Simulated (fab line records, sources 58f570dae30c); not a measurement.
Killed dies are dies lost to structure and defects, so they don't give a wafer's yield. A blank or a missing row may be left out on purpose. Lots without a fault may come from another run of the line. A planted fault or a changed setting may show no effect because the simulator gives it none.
Split-lot experiment | flow berkeley_cmos170 | 5 lots, 27 wafers read, on a route of 331 steps

THE SPLIT
At UCB170_SILICIDE_SPUTTER_01 (material Ti, target thk 30 nm, time 25 s), the setting time_s was moved away from the recipe's 25 s on 12 of the 27 wafers read, by -39.9% to +28.5%. The other wafers ran this setting at the recipe's value.

FROM THE SPLIT TO THE READING: what the file shows between them, 1 step
- UCB170_SILICIDE_RS_MEAS_02: measures by four-point-probe

THE READING
SILICIDE_TI_THK, in nm, at UCB170_SILICIDE_THK_MEAS_03 (measures by xrf). Fault-free wafers of this fab line usually give 29.50 nm, standard deviation 0.28 nm.

wafer  | tool, chamber at the split | time_s as run, s | against the recipe | SILICIDE_TI_THK, nm | against lot-mates on the recipe
L075.2 | pvd_sputter-04, -          | 25               | recipe             | 29.93               | -
L075.4 | pvd_sputter-04, -          | 25               | recipe             | 29.41               | -
L075.6 | pvd_sputter-04, -          | 25               | recipe             | 29.83               | -
L077.1 | pvd_sputter-04, -          | 25               | recipe             | 29.59               | -
L077.2 | pvd_sputter-04, -          | 29.15            | +16.6%             | 34.37               | +4.75
L077.3 | pvd_sputter-04, -          | 29.15            | +16.6%             | 34.07               | +4.45
L077.4 | pvd_sputter-04, -          | 25               | recipe             | 29.45               | -
L077.5 | pvd_sputter-04, -          | 29.15            | +16.6%             | 34.09               | +4.47
L077.6 | pvd_sputter-04, -          | 25               | recipe             | 29.82               | -
L079.1 | pvd_sputter-01, -          | 15.02            | -39.9%             | 17.81               | -11.46
L079.2 | pvd_sputter-01, -          | 25               | recipe             | 29.21               | -
L079.3 | pvd_sputter-01, -          | 15.02            | -39.9%             | 17.63               | -11.64
L079.4 | pvd_sputter-01, -          | 15.02            | -39.9%             | 17.77               | -11.50
L079.5 | pvd_sputter-01, -          | 25               | recipe             | 29.26               | -
L079.6 | pvd_sputter-01, -          | 25               | recipe             | 29.33               | -
L084.1 | pvd_sputter-01, -          | 18.19            | -27.2%             | 21.29               | -7.77
L084.2 | pvd_sputter-01, -          | 18.19            | -27.2%             | 21.03               | -8.03
L084.3 | pvd_sputter-01, -          | 18.19            | -27.2%             | 20.95               | -8.11
L084.4 | pvd_sputter-01, -          | 25               | recipe             | 29.23               | -
L084.5 | pvd_sputter-01, -          | 25               | recipe             | 29.09               | -
L084.6 | pvd_sputter-01, -          | 25               | recipe             | 28.87               | -
L085.1 | pvd_sputter-04, -          | 32.12            | +28.5%             | 38.08               | +8.45
L085.2 | pvd_sputter-04, -          | 25               | recipe             | 29.75               | -
L085.3 | pvd_sputter-04, -          | 32.12            | +28.5%             | 37.92               | +8.29
L085.4 | pvd_sputter-04, -          | 25               | recipe             | 29.70               | -
L085.5 | pvd_sputter-04, -          | 25               | recipe             | 29.43               | -
L085.6 | pvd_sputter-04, -          | 32.12            | +28.5%             | 38.21               | +8.58

THE FIT
A straight line over all 27 wafers: SILICIDE_TI_THK changes by +0.298 nm for each +1% of time_s; r = +1.00; the points scatter about the line by 0.28 nm.
The same after taking each lot's own level away (the mean of its wafers on the recipe; 27 wafers): +0.29 nm for each +1%; r = +1.00; scatter 0.18 nm.
On that fit, the largest move of time_s shifts the reading by 12 nm.
The lots' own levels span 29.063 to 29.723 nm, that is 2.4 times the standard deviation above.
So the lot-to-lot level changes the slope little: the two slopes agree.
Check: with one of the wafers moved furthest among these (-39.9%) left out of the fit, the line predicts -11.6 nm for it against its lot-mates. It came out at -11.5 nm against them.

OTHER SPLITS ON THESE WAFERS
These wafers also went through other splits before the reading. Each is held against what the fit with the lots' levels taken away leaves over:
other split on the same wafers           | wafers away from the commonest value | r with SILICIDE_TI_THK (lot level and that fit taken away)
UCB170_PWELL_ETCH_14 target_depth_a      | 9                                    | -0.12
UCB170_ACTIVE_ETCH_15 time_s             | 12                                   | +0.04
UCB170_GATE_ETCH_15 time_s               | 9                                    | -0.06
UCB170_SPACER_ETCHBACK_03 target_depth_a | 6                                    | -0.05

THE WHOLE CHAIN: every reading that the file lists as answering this split, in the file's order
step                        | what it does                             | reading                                                                           | change (the file's fit)               | r (the file's)
UCB170_SILICIDE_SPUTTER_01  | material Ti, target thk 30 nm, time 25 s | Ti_of_SILICIDE_SPUTTER_01.thk_nm (the simulator's own value, which no gauge read) | +0.297 nm for each +1% of the setting | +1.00
UCB170_SILICIDE_RS_MEAS_02  | measures by four-point-probe             | SILICIDE_TI_RS                                                                    | -0.424 for each +1% of the setting    | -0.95
UCB170_SILICIDE_THK_MEAS_03 | measures by xrf                          | SILICIDE_TI_THK                                                                   | +0.29 for each +1% of the setting     | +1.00

THE FILE'S OWN FIT
SILICIDE_TI_THK changes by +0.29 nm for each +1% of time_s, r = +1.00.
